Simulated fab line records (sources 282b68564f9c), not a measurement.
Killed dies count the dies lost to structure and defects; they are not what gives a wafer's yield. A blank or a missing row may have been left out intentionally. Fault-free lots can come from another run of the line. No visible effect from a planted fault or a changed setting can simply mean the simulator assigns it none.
A struck lot beside a sound one || flow rit_cmos || 14 out of 202 route steps
Sound: the wafers L338.1, L338.2, L338.4. Struck: wafers L346.1, L346.3, L346.4. At the end, the cause is stated.
At each step with rows: each side's tool, then ch and its chambers, then its first start. Under that, the readings that differ: sound wafers || struck wafers || difference of the means || sigmas: that difference in standard deviations of wafers without a fault.
alike: readings with means less than 2 such deviations apart, plus words and numbers identical on both sides. not compared: withheld readings, readings lacking a value on some wafer, bounds such as >300 that could conceal the same value, and numbers that have no deviation in the record and whose values overlap.
Wherever a step has rows on one side only, a row that says differs or no value, or a row with sigmas, the two part there. Non-overlapping numbers with no deviation appear without sigmas and do not part them. Lack of a reading on every wafer of one side parts them only where that side has two or more wafers.

first, 1 step without rows for these wafers: RIT_GATE_HARDBAKE_18 (time 60 s).
RIT_GATE_ETCH_19: etches poly-Si in SF6/CHF3/O2, stops on SiO2, time 165 s, target depth 312.5 nm.
  sound on rie_si-01 ch 0,1,3, day 2 22:08; struck on rie_si-01 ch 0,1,3, day 4 15:33
{"reading": "oes_product_au (a.u.)", "sound": "0.837 0.827 0.823", "struck": "0.854 0.840 0.860", "difference": "+0.022", "sigmas": "+2"}
  alike: drypump_motor_current_A, throttle_valve_pct
  not compared: rf_hours_counter_h
RIT_GATE_STRIP_20: strips in O2, time 180 s.
  sound on plasma_asher-02 ch 0,1, day 2 22:15; struck on plasma_asher-03 ch 0,1, day 4 15:39
  alike: drypump_motor_current_A
  not compared: rf_hours_counter_h
RIT_GATE_CD_MEAS_90: the cd target is 150 nm.
  sound: cd_sem-01 at day 2 22:26; struck: cd_sem-01 at day 4 15:50
  alike: cd_nm
then, 4 steps without rows for these wafers: RIT_REOX_CLEAN_00 (cleans in SC1, time 600 s); RIT_REOX_CLEAN_01 (cleans in dHF, time 30 s); RIT_REOX_CLEAN_02 (cleans in SC2, time 600 s); RIT_REOX_OXIDATION_03 (target thk 25.2 nm, ox time 5310 s).
RIT_REOX_THK_MEAS_04:
  sound: film_metro-03 at day 3 01:36; struck: film_metro-01 at day 4 18:52
  alike: REOX_OXIDE_THK
then, 3 steps without rows for these wafers: RIT_NLDD_HMDS_00 (prime time 60 s); RIT_NLDD_COAT_01 (resist thk 1000 nm); RIT_NLDD_SOFTBAKE_02 (time 60 s).
RIT_NLDD_EXPOSE_03: exposes mask M7, target cd 40700 nm.
  sound on iline_stepper-01 ch 0, day 3 02:07; struck on iline_stepper-02, day 4 19:23
  no value came back on the struck wafers for exposure_dose_mJ_cm2, focus_offset_nm (nm), reticle_temp_C (C); on the sound wafers exposure_dose_mJ_cm2 reads 250.26 250.17 250.37
  alike: mask
then, 1 step without rows for these wafers: RIT_NLDD_PEB_04.

WHERE THEY PART
Earliest at RIT_GATE_ETCH_19; latest, in this record, at RIT_NLDD_EXPOSE_03.

WHY: what had been put in by the simulator
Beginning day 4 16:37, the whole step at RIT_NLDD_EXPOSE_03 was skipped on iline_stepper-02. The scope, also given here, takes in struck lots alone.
